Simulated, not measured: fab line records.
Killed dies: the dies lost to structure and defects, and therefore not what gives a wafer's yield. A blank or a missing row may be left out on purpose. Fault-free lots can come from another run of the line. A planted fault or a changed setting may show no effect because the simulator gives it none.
Struck lot and sound lot, side by side    flow rit_cmos    21 out of 202 route steps
Sound: the wafers L473.3, L473.4, L473.6. Wafers L481.3, L481.4, L481.5 were the ones struck. The cause is named last.
Each step with rows lists, per side, the tool, then ch with its chambers, then its first start. Under that, the readings that differ: sound wafers    struck wafers    difference of the means    sigmas: that difference in standard deviations of wafers without a fault.
alike: a reading whose means differ by less than 2 such deviations, as well as words and numbers matching on both sides. not compared: withheld readings; readings where some wafer has no value; bounds like >300 that might hide an equal value; numbers whose values overlap and for which the record gives no deviation.
The two part at a step that has a row with sigmas, a row that says differs or no value, or rows on one side only. Numbers that have no deviation but don't overlap get no sigmas and don't part them. A reading missing from all wafers of one side parts the sides only when that side holds two or more wafers.

first, 2 steps without rows for these wafers: RIT_NSD_HARDBAKE_07 (time 60 s); RIT_NSD_IMPLANT_08.
RIT_NSD_STRIP_09: strips in O2, time 180 s.
  sound on plasma_asher-01 ch 0,1, day 4 02:18; struck on plasma_asher-01 ch 0,1, day 6 04:40
  alike: drypump_motor_current_A, o2_flow_sccm
  not compared: rf_hours_counter_h
RIT_NSD_TW_MEAS_10:
  sound on film_metro-02, day 4 02:26; struck on film_metro-04, day 6 04:48
  alike: NSD_TW
then, 6 steps without rows for these wafers: RIT_PSD_HMDS_00 (prime time 60 s); RIT_PSD_COAT_01 (resist thk 1000 nm); RIT_PSD_SOFTBAKE_02 (time 60 s); RIT_PSD_EXPOSE_03 (exposes mask M10, target cd 40900 nm); RIT_PSD_PEB_04; RIT_PSD_DEVELOP_05 (develop time 50 s).
RIT_PSD_OVL_MEAS_06:
  sound on overlay-01, day 4 03:29; struck on overlay-02, day 6 05:45
  alike: PSD_OVL
then, 1 step without rows for these wafers: RIT_PSD_HARDBAKE_07 (time 60 s).
RIT_PSD_IMPLANT_08:
  sound on implanter-02 ch 0, day 4 03:42; struck on implanter-02 ch 0, day 6 05:58
reading                    sound                 struck                difference  sigmas
beam_energy_keV            27.000 26.998 27.004  30.515 30.515 30.520  +3.516      +99 or more
model.implant.rp_nm (nm)   22.05 22.05 22.05     24.73 24.73 24.73     +2.68       
model.implant.drp_nm (nm)  12.05 12.05 12.05     13.13 13.13 13.13     +1.08       
RIT_PSD_STRIP_09: strips in O2, time 180 s.
  sound on plasma_asher-04 ch 0,1, day 4 03:52; struck on plasma_asher-02 ch 0,1, day 6 06:08
  alike: drypump_motor_current_A, o2_flow_sccm
  not compared: rf_hours_counter_h
RIT_PSD_TW_MEAS_10:
  sound on film_metro-02, day 4 04:00; struck on film_metro-03, day 6 06:30
reading  sound           struck          difference  sigmas
PSD_TW   3471 3452 3477  3566 3556 3588  +103        +5
  not compared: hold
then, 2 steps without rows for these wafers: RIT_SDANNEAL_CLEAN_01 (cleans in dHF, time 30 s); RIT_SDANNEAL_CLEAN_02 (cleans in SC2, time 600 s).
RIT_SDANNEAL_RTA_03: time 5 s.
  sound on rtp_anneal-02 ch 0, day 4 04:28; struck on rtp_anneal-02 ch 0, day 6 10:55
  alike: wafer_temp_C_max
RIT_SDANNEAL_RS_MEAS_04: measurement is done with a four-point probe.
  sound on film_metro-03, day 4 04:32; struck on film_metro-03, day 6 11:25
reading          sound                 struck                difference  sigmas
PSD_RS (ohm/sq)  115.71 116.17 116.02  108.68 108.51 108.50  -7.40       -26
  not compared: hold
RIT_SDANNEAL_RS_MEAS_05: measurement is done with a four-point probe.
  sound on film_metro-03, day 4 04:40; struck on film_metro-03, day 6 20:58
reading  sound  struck                                                                      difference                    sigmas
hold     - - -  await_dispo/9.4h/release await_dispo/9.4h/release await_dispo/9.4h/release  no value on the sound wafers  
  alike: NSD_RS
RIT_M1_PROBE_99:
  sound on prober-02, day 4 12:05; struck on prober-02, day 7 04:27
  alike: killed_at_M0_to_M3, killed_at_contacts, killed_at_front_end, killed_dies, killed_open, killed_short

WHERE THEY PART
Last at RIT_SDANNEAL_RS_MEAS_05 as far as this record goes, first at RIT_PSD_IMPLANT_08. Later steps at which nothing parts them and some readings are alike: RIT_M1_PROBE_99.

WHY: the cause the simulator had injected
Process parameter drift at RIT_PSD_IMPLANT_08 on implanter-02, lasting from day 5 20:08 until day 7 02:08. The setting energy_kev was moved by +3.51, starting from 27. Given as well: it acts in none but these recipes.
